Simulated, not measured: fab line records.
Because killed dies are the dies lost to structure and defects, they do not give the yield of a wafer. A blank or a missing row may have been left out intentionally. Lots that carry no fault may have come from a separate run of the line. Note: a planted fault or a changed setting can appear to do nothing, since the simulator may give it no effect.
fab line records | flow rit_cmos
[record] lots = 7 wafers = 21 last_day = 7
route steps=202 shown NRETRO@53 PRETRO@64 M1@202
lots untouched by any fault: they come from a run of this same line in which no faults occurred
start_h: hours from the record's opening day to when the first of the lot's shown wafers began | wait_h: hours elapsed since this lot's preceding step | " identical to the entry in the row above | L1.1+2: a row that stands for several wafers | - no value, or no start was given | * or withheld: withheld | < > ~ a bound
route shown NAME@n: names a module that has steps shown in the file, with the first one's number in the route | usual: mean and standard deviation over wafers with no fault | same: alike in all rows | chamber/n: place in a boat | sites: each site's reading | _std_site: their standard deviation | _edge_site: mean of outer sites minus mean of inner sites | radius_mm: how far each site lies from the wafer's centre | mask NAME#n: copy n | behind: the last tool/chamber to shape the wafer | hold: why the lot went on hold/how many hours it stayed there/how the hold came to an end | device: whichever transistor did not switch (one of n, p or np) | end of line: at the end of the route, the tests of the same wafers | a step without rows: its recipe alone | killed: at the first sort, the dies lost to defects and structure; wafer yield is something else | map: a wafer's dies, marking killed ones x, the rest . and places with no die _
set.NAME: the setting as run; set.NAME@STEP: as run at that earlier step | model.NAME: the simulator's own value behind a step, which no gauge read
lots at selected steps of the route; one table per step, one row per wafer
services: when a tool's chamber went out of use (start_h, in hours from the record's first day, below 0 if earlier), for how many hours, and the reason
[[steps]]
[step RIT_NRETRO_HMDS_00]
[recipe] prime_time_s = 60 prime_temp_c = 140
[step RIT_NRETRO_COAT_01]
[recipe] resist = NOVOLAK spin_rpm = 2000 resist_thk_nm = 1300
[step RIT_NRETRO_SOFTBAKE_02]
[recipe] resist = NOVOLAK temp_c = 90 time_s = 60
[step RIT_NRETRO_EXPOSE_03]
[recipe] mask_id = M4 na = 0.57 target_cd_nm = 43900 dose_mj = 250
[step RIT_NRETRO_PEB_04]
[recipe] resist = NOVOLAK temp_c = withheld time_s = withheld
[step RIT_NRETRO_DEVELOP_05]
[recipe] resist = NOVOLAK develop_time_s = 68 dev_temp_c = 23
[step RIT_NRETRO_OVL_MEAS_06]
[usual] NRETRO_OVL = 0.1/1.5
// columns lot.wafer tool chamber start_h wait_h NRETRO_OVL[nm]
L961.1 overlay-01 - 65.64 - 3.7
L961.4 " - " " 1.6
L961.5 " - " " 2.9
L962.1 overlay-02 - 69.95 - 0.2
L962.2 " - " " 0.4
L962.3 " - " " 0.5
L967.2 overlay-01 - 97.12 - -0.6
L967.5 " - " " 0.3
L967.6 " - " " 0.8
L968.4 overlay-01 - 100.46 - -2.0
L968.5 " - " " -0.7
L968.6 " - " " -0.2
L970.1 overlay-02 - 109.85 - 1.3
L970.5 " - " " 1.5
L970.6 " - " " 0.2
L975.1 overlay-02 - 134.12 - 0.4
L975.4 " - " " 0.2
L975.6 " - " " 0.5
L976.1 overlay-01 - 139.97 - 1.3
L976.3 " - " " -0.9
L976.6 " - " " 2.5
[step RIT_NRETRO_HARDBAKE_07]
[recipe] resist = NOVOLAK temp_c = 140 time_s = 120
[step RIT_NRETRO_IMPLANT_08]
[recipe] species = P energy_kev = 70 dose_cm2 = 1e+13 tilt_deg = 7
[step RIT_NRETRO_STRIP_09]
[recipe] chemistry = O2 time_s = 180 resist = NOVOLAK platen_temp_c = withheld power_w = 500 pressure_mtorr = 4000 o2_flow_sccm = 4000
[usual] drypump_motor_current_A = 6.0/0.41 rf_refl_power_W = 7.4/1.3
// columns lot.wafer tool chamber start_h wait_h drypump_motor_current_A rf_hours_counter_h rf_refl_power_W
L961.1 plasma_asher-02 1 66.07 0.1 5.7 41 5.4
L961.4 " 0 " " 6.0 - 8.2
L961.5 " 1 " " 5.7 - 5.4
L962.1 plasma_asher-02 0 70.38 0.1 6.0 42 7.6
L962.2 " 1 " " 5.8 42 5.2
L962.3 " 0 " " 6.0 - 7.7
L967.2 plasma_asher-04 0 97.55 0.1 6.8 31 8.0
L967.5 " 1 " " 5.4 - 9.1
L967.6 " 0 " " 6.8 - 8.0
L968.4 plasma_asher-02 0 100.93 0.1 6.0 - 7.4
L968.5 " 1 " " 5.7 - 5.3
L968.6 " 0 " " 6.0 - 7.6
L970.1 plasma_asher-02 0 110.28 0.1 6.0 47 7.5
L970.5 " 0 " " 6.0 - 7.8
L970.6 " 1 " " 5.7 - 5.1
L975.1 plasma_asher-04 0 134.56 0.1 6.8 37 8.0
L975.4 " 1 " " 5.5 - 8.7
L975.6 " 1 " " 5.5 - 9.0
L976.1 plasma_asher-04 1 140.40 0.1 5.5 38 9.0
L976.3 " 1 " " 5.5 - 9.2
L976.6 " 0 " " 6.8 - 7.8
[step RIT_NRETRO_TW_MEAS_10]
[usual] NRETRO_TW = 1040/12
// columns lot.wafer tool chamber start_h wait_h NRETRO_TW
L961.1 film_metro-01 - 66.25 0.1 1028
L961.4 " - " " 1026
L961.5 " - " " 1027
L962.1 film_metro-02 - 70.56 0.1 1049
L962.2 " - " " 1043
L962.3 " - " " 1037
L967.2 film_metro-02 - 97.73 0.1 1051
L967.5 " - " " 1049
L967.6 " - " " 1052
L968.4 film_metro-01 - 101.08 0.1 1027
L968.5 " - " " 1028
L968.6 " - " " 1024
L970.1 film_metro-01 - 110.46 0.1 1021
L970.5 " - " " 1028
L970.6 " - " " 1027
L975.1 film_metro-01 - 134.73 0.1 1029
L975.4 " - " " 1030
L975.6 " - " " 1028
L976.1 film_metro-03 - 140.58 0.1 1049
L976.3 " - " " 1049
L976.6 " - " " 1050
[step RIT_PRETRO_HMDS_00]
[recipe] prime_time_s = 60 prime_temp_c = 140
[step RIT_PRETRO_COAT_01]
[recipe] resist = NOVOLAK spin_rpm = 2000 resist_thk_nm = 1300
[usual] exhaust_pa = 45.3/0.74 spin_speed_rpm = 1999.8/1.5
// columns lot.wafer tool chamber start_h wait_h exhaust_pa spin_speed_rpm model.NOVOLAK_of_PRETRO_COAT_01.thk_nm
L961.1 litho_track-02 0 66.46 0.1 44.1 2000.3 1301
L961.4 " 0 " " 45.2 2001.0 1298
L961.5 " 0 " " 44.4 1998.9 1302
L962.1 litho_track-03 0 70.77 0.1 46.0 2000.2 1299
L962.2 " 0 " " 45.5 2001.4 1299
L962.3 " 0 " " 44.7 1999.3 1300
L967.2 litho_track-02 0 97.96 0.1 45.7 2089.2 1279
L967.5 " 0 " " 44.7 2086.4 1275
L967.6 " 0 " " 43.5 2086.2 1277
L968.4 litho_track-02 0 101.34 0.1 45.5 2089.4 1274
L968.5 " 0 " " 45.0 2088.2 1269
L968.6 " 0 " " 45.4 2086.9 1276
L970.1 litho_track-02 0 110.67 0.1 44.6 2087.2 1276
L970.5 " 0 " " 45.2 2090.3 1279
L970.6 " 0 " " 45.1 2086.9 1276
L975.1 litho_track-01 0 134.94 0.1 45.9 2001.7 1304
L975.4 " 0 " " 46.4 2002.4 1302
L975.6 " 0 " " 45.8 1998.1 1302
L976.1 litho_track-03 0 140.79 0.1 45.4 1997.8 1303
L976.3 " 0 " " 45.0 1998.1 1302
L976.6 " 0 " " 45.7 1998.6 1302
[step RIT_PRETRO_SOFTBAKE_02]
[recipe] resist = NOVOLAK temp_c = 90 time_s = 60
[step RIT_PRETRO_EXPOSE_03]
[recipe] mask_id = M5 na = 0.57 target_cd_nm = 43700 dose_mj = 250
[step RIT_PRETRO_PEB_04]
[recipe] resist = NOVOLAK temp_c = withheld time_s = withheld
[step RIT_PRETRO_DEVELOP_05]
[recipe] resist = NOVOLAK develop_time_s = 68 dev_temp_c = 23
[step RIT_PRETRO_OVL_MEAS_06]
[usual] PRETRO_OVL = 1.4/1.4
// columns lot.wafer tool chamber start_h wait_h PRETRO_OVL[nm]
L961.1 overlay-02 - 67.19 - 0.7
L961.4 " - " " 2.2
L961.5 " - " " 2.5
L962.1 overlay-01 - 71.50 - 1.3
L962.2 " - " " 1.4
L962.3 " - " " -1.7
L967.2 overlay-01 - 98.67 - 2.9
L967.5 " - " " 3.2
L967.6 " - " " 1.8
L968.4 overlay-02 - 102.01 - 2.2
L968.5 " - " " 2.0
L968.6 " - " " 2.8
L970.1 overlay-02 - 111.52 - 0.4
L970.5 " - " " -0.2
L970.6 " - " " -0.4
L975.1 overlay-02 - 135.67 - 1.1
L975.4 " - " " 0.1
L975.6 " - " " 0.1
L976.1 overlay-02 - 141.64 - 1.0
L976.3 " - " " 3.2
L976.6 " - " " 2.4
[step RIT_PRETRO_HARDBAKE_07]
[recipe] resist = NOVOLAK temp_c = 140 time_s = 120
[usual] exhaust_pa = 45.1/0.95
// columns lot.wafer tool chamber start_h wait_h exhaust_pa model.NOVOLAK_of_PRETRO_COAT_01.thk_nm
L961.1 litho_track-01 0 67.22 0.0 45.6 1138
L961.4 " 0 " " 43.6 1135
L961.5 " 0 " " 44.7 1139
L962.1 litho_track-02 0 71.53 0.0 44.0 1136
L962.2 " 0 " " 45.0 1136
L962.3 " 0 " " 44.9 1137
L967.2 litho_track-01 0 98.74 0.1 45.5 1119
L967.5 " 0 " " 43.9 1115
L967.6 " 0 " " 44.0 1117
L968.4 litho_track-03 0 102.15 0.1 45.2 1114
L968.5 " 0 " " 47.1 1110
L968.6 " 0 " " 46.8 1116
L970.1 litho_track-03 0 111.56 0.0 44.5 1116
L970.5 " 0 " " 43.8 1119
L970.6 " 0 " " 45.6 1116
L975.1 litho_track-01 0 135.71 0.0 44.9 1141
L975.4 " 0 " " 46.2 1139
L975.6 " 0 " " 45.5 1139
L976.1 litho_track-03 0 141.68 0.0 44.8 1140
L976.3 " 0 " " 43.4 1139
L976.6 " 0 " " 44.8 1139
[step RIT_PRETRO_IMPLANT_08]
[recipe] species = B energy_kev = 45 dose_cm2 = 1.2e+13 tilt_deg = 7
[step RIT_M1_PROBE_99]
[usual] killed_at_M0_to_M3 = 0.0/0.18 killed_at_contacts = 0.1/0.38 killed_at_front_end = 6.9/2.9 killed_dies = 7.1/3 killed_open = 3.5/2.1 killed_short = 3.5/2
[same] gross_dies = 264 killed_at_M4_up = 0 killed_at_back_side = 0 killed_at_other = 0
// columns lot.wafer tool chamber start_h wait_h killed_at_M0_to_M3 killed_at_contacts killed_at_front_end killed_dies killed_open killed_short
L961.1 prober-02 - 95.24 0.1 0 0 9 9 6 3
L961.4 prober-02 - 95.39 0.2 0 0 9 9 5 4
L961.5 prober-02 - 95.44 0.2 0 0 10 10 5 5
L962.1 prober-01 - 98.75 0.1 0 0 9 9 5 4
L962.2 prober-01 - 98.80 0.1 1 1 6 8 6 2
L962.3 prober-01 - 98.85 0.2 0 0 8 8 7 1
L968.4 prober-02 - 128.34 0.2 0 0 9 9 4 5
L968.5 prober-02 - 128.39 0.2 0 0 8 8 4 4
L968.6 prober-02 - 128.44 0.2 0 0 9 9 3 6
L967.2 prober-01 - 129.97 0.1 0 0 3 3 2 1
L967.5 prober-01 - 130.12 0.2 0 2 9 11 4 7
L967.6 prober-01 - 130.17 0.2 0 0 5 5 3 2
L970.1 prober-01 - 138.18 0.1 0 0 5 5 3 2
L970.5 prober-01 - 138.38 0.2 0 0 3 3 3 0
L970.6 prober-01 - 138.43 0.2 0 0 8 8 3 5
L975.1 prober-02 - 162.50 0.1 0 0 3 3 1 2
L975.4 prober-02 - 162.65 0.2 0 1 10 11 3 8
L975.6 prober-02 - 162.75 0.2 0 0 8 8 4 4
L976.1 prober-01 - 168.44 0.1 0 0 5 5 2 3
L976.3 prober-01 - 168.54 0.2 0 0 4 4 2 2
L976.6 prober-01 - 168.69 0.2 0 0 6 6 3 2
// killed by level:class
L961.1 GATE:geometric_particle:short=2 REOX:geometric_particle:open=2 SPACER:geometric_particle:open=2 ACTIVE:geometric_particle:open=1 FOX1:geometric_particle:open=1 SPACER:geometric_particle:short=1
L961.4 GATE:geometric_particle:short=2 FOX1:geometric_particle:open=1 FOX2:geometric_particle:open=1 REOX:geometric_particle:open=1 SPACER:geometric_particle:short=1 SPACER:geometric_particle:open=1 SILICIDE:geometric_particle:open=1 SILICIDE:geometric_particle:short=1
L961.5 GATE:geometric_particle:short=3 FOX2:geometric_particle:open=2 FOX1:geometric_particle:open=1 GATE:geometric_particle:open=1 SPACER:geometric_particle:open=1 SPACER:geometric_particle:short=1 SILICIDE:geometric_particle:short=1
L962.1 GATE:geometric_particle:short=3 FOX2:geometric_particle:open=2 FOX1:geometric_particle:open=1 FOX1:geometric_particle:short=1 GATE:geometric_particle:open=1 REOX:geometric_particle:open=1
L962.2 GATE:geometric_particle:open=3 SPACER:geometric_particle:open=2 GATE:geometric_particle:short=1 CONTACT:geometric_particle:open=1 M1:geometric_particle:short=1
L962.3 GATE:geometric_particle:open=3 FOX2:geometric_particle:open=2 REOX:geometric_particle:open=1 SPACER:geometric_particle:short=1 SILICIDE:geometric_particle:open=1
L968.4 GATE:geometric_particle:open=2 REOX:geometric_particle:short=2 FOX2:geometric_particle:short=1 GATE:geometric_particle:short=1 SPACER:geometric_particle:short=1 SPACER:geometric_particle:open=1 SILICIDE:geometric_particle:open=1
L968.5 GATE:geometric_particle:short=3 SPACER:geometric_particle:open=3 FOX1:geometric_particle:short=1 GATE:geometric_particle:open=1
L968.6 FOX2:geometric_particle:short=4 GATE:geometric_particle:short=1 REOX:geometric_particle:short=1 REOX:geometric_particle:open=1 SPACER:geometric_particle:open=1 SILICIDE:geometric_particle:open=1
L967.2 SPACER:geometric_particle:open=2 SPACER:geometric_particle:short=1
L967.5 GATE:geometric_particle:short=2 GATE:geometric_particle:open=2 ACTIVE:geometric_particle:short=1 FOX2:geometric_particle:short=1 FOX2:geometric_particle:open=1 SPACER:geometric_particle:short=1 SILICIDE:geometric_particle:short=1 CONTACT:geometric_particle:short=1
L967.6 GATE:geometric_particle:open=1 SPACER:geometric_particle:open=1 SPACER:geometric_particle:short=1 SILICIDE:geometric_particle:open=1 SILICIDE:geometric_particle:short=1
L970.1 GATE:geometric_particle:open=3 REOX:geometric_particle:short=2
L970.5 FOX1:geometric_particle:open=1 GATE:geometric_particle:open=1 SPACER:geometric_particle:open=1
L970.6 GATE:geometric_particle:short=4 FOX1:geometric_particle:open=2 FOX1:geometric_particle:short=1 GATE:geometric_particle:open=1
L975.1 GATE:geometric_particle:short=1 GATE:geometric_particle:open=1 SILICIDE:geometric_particle:short=1
L975.4 GATE:geometric_particle:short=3 SPACER:geometric_particle:short=2 FOX1:geometric_particle:open=1 FOX1:geometric_particle:short=1 FOX2:geometric_particle:short=1 FOX2:geometric_particle:open=1 REOX:geometric_particle:short=1 CONTACT:geometric_particle:open=1
L975.6 GATE:geometric_particle:short=3 GATE:geometric_particle:open=2 FOX1:geometric_particle:open=1 SILICIDE:geometric_particle:open=1 SILICIDE:geometric_particle:short=1
L976.1 FOX1:geometric_particle:short=2 FOX1:geometric_particle:open=1 GATE:geometric_particle:short=1 SPACER:geometric_particle:open=1
L976.3 FOX1:geometric_particle:open=2 FOX1:geometric_particle:short=1 GATE:geometric_particle:short=1
L976.6 GATE:geometric_particle:open=3 GATE:geometric_particle:short=2 NRETRO:coat_microbubble_printed=1
[[services]]
// columns tool chamber start_h hours kind
plasma_asher-04 - 67.36 4.3 pm
litho_track-02 - 131.90 - consumable_replace:filter
[[key]]
[first_sign] step = RIT_PRETRO_COAT_01 reading = spin_speed_rpm direction = up sigmas = 59 usual = 1999.8 struck = 2087.9
effect none on later readings
[model_effect] step = RIT_PRETRO_COAT_01 value = NOVOLAK_of_PRETRO_COAT_01.thk_nm without = 1303 struck = 1276
[model_effect] step = RIT_PRETRO_HARDBAKE_07 value = NOVOLAK_of_PRETRO_COAT_01.thk_nm without = 1140 struck = 1116
met_at RIT_PRETRO_COAT_01
struck_wafers L967.2,L967.5,L967.6,L968.4,L968.5,L968.6,L970.1,L970.5,L970.6
tester_left_out L967,L968,L970
onset_between 66.46 97.96
[fault] kind = process_parameter_drift tool = litho_track-02 chamber = - onset_h = 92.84 steps = RIT_PRETRO_COAT_01 channel = spin_rpm offset = 87.953 shape = step end_h = 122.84 acts_in = these_recipes_only stated = 2000
// tester_left_out: of these lots the tester's yield and bins aren't shown, on N5 and GAA mostly nor the transistor test; their killed dies are dies lost to structure and defects alone, not to doping, threshold or leakage, so they don't give the yield
